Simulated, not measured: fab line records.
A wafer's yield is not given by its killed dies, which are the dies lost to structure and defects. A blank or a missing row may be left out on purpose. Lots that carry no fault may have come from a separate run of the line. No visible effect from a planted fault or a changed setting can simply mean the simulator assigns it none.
Chamber matching || flow berkeley cmos170 || 4 sister chambers for UCB170_M1_ETCH_11 on rie diel-04
The step etches BARC in N2/H2. 8 wafers are shown with their chamber, then 8 later ones without.

## WAFERS, EACH WITH ITS CHAMBER
{"wafer": "L363.4", "chamber": 0, "throttle valve pct (%)": 13.31, "oes product au (a.u.)": 0.995}
{"wafer": "L363.5", "chamber": 0, "throttle valve pct (%)": 13.30, "oes product au (a.u.)": 0.998}
{"wafer": "L367.1", "chamber": 1, "throttle valve pct (%)": 13.47, "oes product au (a.u.)": 1.029}
{"wafer": "L367.5", "chamber": 2, "throttle valve pct (%)": 13.03, "oes product au (a.u.)": 0.969}
{"wafer": "L368.3", "chamber": 1, "throttle valve pct (%)": 13.50, "oes product au (a.u.)": 1.040}
{"wafer": "L368.5", "chamber": 2, "throttle valve pct (%)": 13.00, "oes product au (a.u.)": 0.975}
{"wafer": "L368.6", "chamber": 3, "throttle valve pct (%)": 13.31, "oes product au (a.u.)": 1.042}
{"wafer": "L371.2", "chamber": 3, "throttle valve pct (%)": 13.31, "oes product au (a.u.)": 1.051}

## WAFERS WITH NO CHAMBER GIVEN
{"wafer": "L371.3", "throttle valve pct (%)": 13.02, "oes product au (a.u.)": 0.980}
{"wafer": "L371.4", "throttle valve pct (%)": 13.48, "oes product au (a.u.)": 1.036}
{"wafer": "L374.1", "throttle valve pct (%)": 13.47, "oes product au (a.u.)": 1.033}
{"wafer": "L374.2", "throttle valve pct (%)": 13.03, "oes product au (a.u.)": 0.983}
{"wafer": "L374.4", "throttle valve pct (%)": 13.31, "oes product au (a.u.)": 0.995}
{"wafer": "L377.1", "throttle valve pct (%)": 13.31, "oes product au (a.u.)": 1.005}
{"wafer": "L377.3", "throttle valve pct (%)": 13.03, "oes product au (a.u.)": 0.991}
{"wafer": "L377.5", "throttle valve pct (%)": 13.32, "oes product au (a.u.)": 1.038}

## WHICH CHAMBER EACH WENT THROUGH
{"wafer": "L371.3", "from the rows above": 2, "in truth": 2}
{"wafer": "L371.4", "from the rows above": 1, "in truth": 1}
{"wafer": "L374.1", "from the rows above": 1, "in truth": 1}
{"wafer": "L374.2", "from the rows above": 2, "in truth": 2}
{"wafer": "L374.4", "from the rows above": 0, "in truth": 0}
{"wafer": "L377.1", "from the rows above": 0, "in truth": 0}
{"wafer": "L377.3", "from the rows above": 2, "in truth": 2}
{"wafer": "L377.5", "from the rows above": 3, "in truth": 3}
8 of 8 placed correctly. Number that these rows cannot place: 0. Placed wrongly: 0.
How it was worked out, from the rows above alone: a wafer's distance from a chamber is the root of the sum, over the readings, of the square of ((its reading less the chamber's mean) divided by the reading's scatter). If the next closest chamber is less than 2 further off than the closest, the wafer can't be placed; otherwise it belongs to the closest. Each chamber's mean is taken over the wafers shown for it. The scatter is the square root of a quotient: the sum, over the shown wafers, of each reading's squared deviation from its chamber's mean, divided by wafers minus chambers.
